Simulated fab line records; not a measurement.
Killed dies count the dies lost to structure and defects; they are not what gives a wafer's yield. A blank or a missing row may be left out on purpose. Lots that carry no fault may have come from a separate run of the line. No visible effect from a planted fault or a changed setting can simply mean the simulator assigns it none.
What tool caused it? ; flow rit cmos ; 13 lots with 39 wafers sampled at 3 steps, on a route of 202 steps

## WHAT EACH GAUGE READ, for each wafer
RIT_NSD_TW_MEAS_10.
lot;measured;on;NSD_TW
L454;day 3 05:05;film metro-03;3081 3067 3075
L455;day 3 07:07;film metro-04;3089 3084 3067
L456;day 3 15:30;film metro-04;3079 3097 3084
L457;day 3 17:03;film metro-02;3172 3168 3160
L458;day 3 23:40;film metro-02;3156 3145 3155
L459;day 4 01:42;film metro-03;3080 3088 3090
L462;day 4 16:14;film metro-02;2903 2900 2907
L464;day 5 01:48;film metro-02;2896 2877 2902
L468;day 5 21:36;film metro-03;3075 3106 3086
L472;day 6 17:26;film metro-02;3203 3173 3193
L473;day 6 22:56;film metro-03;3099 3075 3073
L475;day 7 08:35;film metro-03;3083 3073 3089
L477;day 7 17:40;film metro-03;3099 3079 3106

RIT_SDANNEAL_RS_MEAS_05: measurement is done with a four-point probe.
lot;measured;on;NSD_RS (ohm/sq)
L454;day 3 07:19;film metro-02;84.53 84.54 84.37
L455;day 3 09:10;film metro-02;84.96 84.66 84.59
L456;day 3 17:33;film metro-02;84.52 84.01 84.67
L457;day 3 19:13;film metro-04;84.30 84.40 84.09
L458;day 4 01:50;film metro-04;84.97 84.70 84.83
L459;day 4 03:53;film metro-04;85.18 84.81 85.06
L462;day 4 18:16;film metro-03;87.90 87.73 87.52
L464;day 5 03:58;film metro-03;86.97 87.41 86.87
L468;day 6 00:04;film metro-02;84.62 84.76 84.63
L472;day 6 19:35;film metro-04;84.66 84.88 84.66
L473;day 7 01:15;film metro-03;84.28 84.05 84.30
L475;day 7 10:37;film metro-02;84.30 84.20 84.15
L477;day 7 19:44;film metro-03;84.55 84.35 84.25

## WHICH TOOL RAN EACH LOT (tool, then ch and the chambers of the sampled wafers, then the start)
lot;RIT_NSD_IMPLANT_08
L454;implanter-03 ch 0, day 3 04:47
L455;implanter-02 ch 0, day 3 06:49
L456;implanter-03 ch 0, day 3 15:11
L457;implanter-02 ch 0, day 3 16:45
L458;implanter-02 ch 0, day 3 23:21
L459;implanter-03 ch 0, day 4 01:25
L462;implanter-03 ch 0, day 4 15:54
L464;implanter-03 ch 0, day 5 01:29
L468;implanter-02 ch 0, day 5 21:17
L472;implanter-04 ch 0, day 6 17:06
L473;implanter-02 ch 0, day 6 22:38
L475;implanter-04 ch 0, day 7 08:16
L477;implanter-02 ch 0, day 7 17:20
- RIT_NSD_IMPLANT_08

## AS READ BY THE TOOLS THEMSELVES (means over the sampled wafers that have a number; for cases with no such wafer, the mark the record gives instead)
RIT_NSD_IMPLANT_08.
lot;tool;beam energy keV;beam on s (s)
L454;implanter-03;25.000;10.22
L455;implanter-02;24.995;10.01
L456;implanter-03;24.998;9.99
L457;implanter-02;25.007;9.83
L458;implanter-02;25.000;9.96
L459;implanter-03;25.010;9.83
L462;implanter-03;17.499;9.85
L464;implanter-03;17.511;9.80
L468;implanter-02;25.002;10.00
L472;implanter-04;25.002;10.09
L473;implanter-02;25.003;9.95
L475;implanter-04;24.988;9.88
L477;implanter-02;24.999;9.66

## THE ANSWER, worked out from the rows above alone
Rule: the usual values come from the lots themselves. The widest of any qualifying gaps counts: lots, ordered by their means at a reading, are off when they make up no more than a third of the lots, leave a main group of 4 or more, and stand apart from it by 3 or more times the standard deviation of that group's means. A main group is skipped when, at the precision printed for the reading in the tables above, its means are all equal. A lot without any number at a reading at which 4 lots or more have one is off too. All remaining lots with rows at the step are treated as sound. Order of review: gauges by route order, followed by the tools' own readings, for which a lot's mean as printed above is used. At the first step where some lot is off, the reading lying furthest off is the one used; lots without a number count as furthest.
Off: L462, L464, seen at RIT_NSD_TW_MEAS_10 (NSD_TW). Main group: mean 3108, sd 39.
A tool fits if, at a process step before that reading, it ran every lot that is off, and no sound lot after the first of them. Not tried: the gauges at RIT_NSD_TW_MEAS_10; whatever is off there is also off at RIT_SDANNEAL_RS_MEAS_05, on other tools, and gauge error can't account for it. One fits: implanter-03 at RIT_NSD_IMPLANT_08. Its last sound lot is L459 (day 4 01:25), its first lot that is off L462 (day 4 15:54): a fault that began between those two fits.
On the lots that are off, the tool's own readings at RIT_NSD_IMPLANT_08 differ by more than 5 times the standard deviation of the sound lots' means, which bears it out; beam energy keV reads 17.505 there versus 25.000 on the sound lots.

## WHAT THE SIMULATOR HAD INSERTED
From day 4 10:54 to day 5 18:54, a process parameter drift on implanter-03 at RIT_NSD_IMPLANT_08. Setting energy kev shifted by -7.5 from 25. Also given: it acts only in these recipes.
Lots struck among those shown: L462, L464. The rule above reached the same finding.
